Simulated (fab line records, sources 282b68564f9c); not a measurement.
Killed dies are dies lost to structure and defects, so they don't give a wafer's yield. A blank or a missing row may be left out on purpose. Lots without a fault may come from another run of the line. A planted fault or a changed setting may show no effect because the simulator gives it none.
Which tool did it? | flow rit_cmos | 14 lots, 42 wafers sampled, at 2 steps of a route of 202

WHAT THE GAUGES READ, wafer by wafer
RIT_NSD_OVL_MEAS_06. Usual: NSD_OVL 0.6 nm, standard deviation 1.4.
lot  | measured    | on         | NSD_OVL (nm)   | flag
L505 | day 3 05:28 | overlay-01 | 1.6 1.8 2.3    |
L506 | day 3 12:07 | overlay-01 | 1.6 0.7 0.6    |
L507 | day 3 15:34 | overlay-01 | 1.5 1.8 1.6    |
L508 | day 3 22:16 | overlay-01 | 0.0 0.9 -0.8   |
L509 | day 4 04:16 | overlay-01 | 0.6 -0.9 -0.5  |
L510 | day 4 05:26 | overlay-02 | 1.0 -0.6 -0.8  |
L513 | day 4 17:32 | overlay-01 | 1.2 1.8 2.5    |
L515 | day 5 08:44 | overlay-01 | -3.0 -2.6 -3.1 |
L517 | day 5 12:48 | overlay-01 | -0.3 -0.5 -1.0 |
L521 | day 6 14:40 | overlay-02 | 3.3 1.4 1.5    |
L522 | day 6 17:21 | overlay-02 | 0.2 -0.5 0.9   |
L524 | day 7 17:16 | overlay-01 | 1.4 0.1 1.8    |
L525 | day 7 23:05 | overlay-01 | -0.4 1.0 2.1   |
L526 | day 7 23:14 | overlay-02 | 0.3 1.0 1.9    |

WHICH TOOL RAN EACH LOT (tool, then ch and the chambers of the sampled wafers, then the start)
lot  | RIT_NWELL_IMPLANT_08
L505 | implanter-03 ch 0, day 2 02:13
L506 | implanter-03 ch 0, day 2 06:26
L507 | implanter-01 ch 0, day 2 07:58
L508 | implanter-02 ch 0, day 2 15:29
L509 | implanter-01 ch 0, day 2 19:23
L510 | implanter-02 ch 0, day 2 22:13
L513 | implanter-03 ch 0, day 3 14:53
L515 | implanter-02 ch 0, day 4 05:37
L517 | implanter-03 ch 0, day 4 09:23
L521 | implanter-03 ch 0, day 5 06:15
L522 | implanter-01 ch 0, day 5 11:37
L524 | implanter-02 ch 0, day 6 04:16
L525 | implanter-02 ch 0, day 6 06:35
L526 | implanter-01 ch 0, day 6 08:58
- RIT_NWELL_IMPLANT_08

WHAT THE TOOLS THEMSELVES READ (means of the sampled wafers that have a number; where no wafer has one, the mark that the record gives instead)
RIT_NWELL_IMPLANT_08. Usual: beam_energy_keV 170.01, standard deviation 0.048; beam_on_s 10.02 s, standard deviation 0.21; faraday_current_uA 158, standard deviation 3.3.
lot  | tool         | beam_energy_keV | beam_on_s (s) | faraday_current_uA | flag
L505 | implanter-03 | 170.03          | 9.88          | 160                |
L506 | implanter-03 | 169.94          | 10.21         | 155                |
L507 | implanter-01 | 170.02          | 9.93          | 159                |
L508 | implanter-02 | 170.05          | 10.05         | 158                |
L509 | implanter-01 | 169.99          | 9.82          | 161                |
L510 | implanter-02 | 170.07          | 9.96          | 159                |
L513 | implanter-03 | 169.98          | 10.11         | 157                |
L515 | implanter-02 | 170.03          | 9.91          | 160                |
L517 | implanter-03 | 173.58          | 10.21         | 155                | OFF
L521 | implanter-03 | 173.52          | 10.39         | 153                | OFF
L522 | implanter-01 | 170.03          | 10.06         | 158                |
L524 | implanter-02 | 170.03          | 10.05         | 158                |
L525 | implanter-02 | 169.99          | 10.14         | 157                |
L526 | implanter-01 | 170.00          | 10.03         | 158                |

THE ANSWER, worked out from the rows above alone
Rule: a lot is off if the mean of its wafers that have a number lies more than 3 standard deviations from the usual mean. A lot without any number at a reading at which 4 lots or more have one is off too. The other lots that the step has rows for count as sound. The gauges are gone through in route order, then the tools' own readings, and for those a lot's mean is taken as printed above. The first step at which some lot is off is used, and at that step the reading that is off furthest; a lot without a number counts as furthest.
Off: L517, L521, at RIT_NWELL_IMPLANT_08 (beam_energy_keV).
A tool fits if, at that step or a process step before it, it ran every lot that is off, and no sound lot after the first of them. One fits: implanter-03 at RIT_NWELL_IMPLANT_08. Its last sound lot is L513 (day 3 14:53), its first lot that is off L517 (day 4 09:23): a fault that began between those two fits.
The tool's own readings at RIT_NWELL_IMPLANT_08 bear it out: on the lots that are off they differ by more than 5 times the standard deviation of the sound lots' means. beam_energy_keV reads 173.55 there against 170.01 on the sound lots.

WHAT THE SIMULATOR HAD PUT IN
Process parameter drift: implanter-03, from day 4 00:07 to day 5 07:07, at RIT_NWELL_IMPLANT_08. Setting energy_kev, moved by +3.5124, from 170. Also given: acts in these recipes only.
Lots struck among those shown: L517, L521. The rule above found the same.
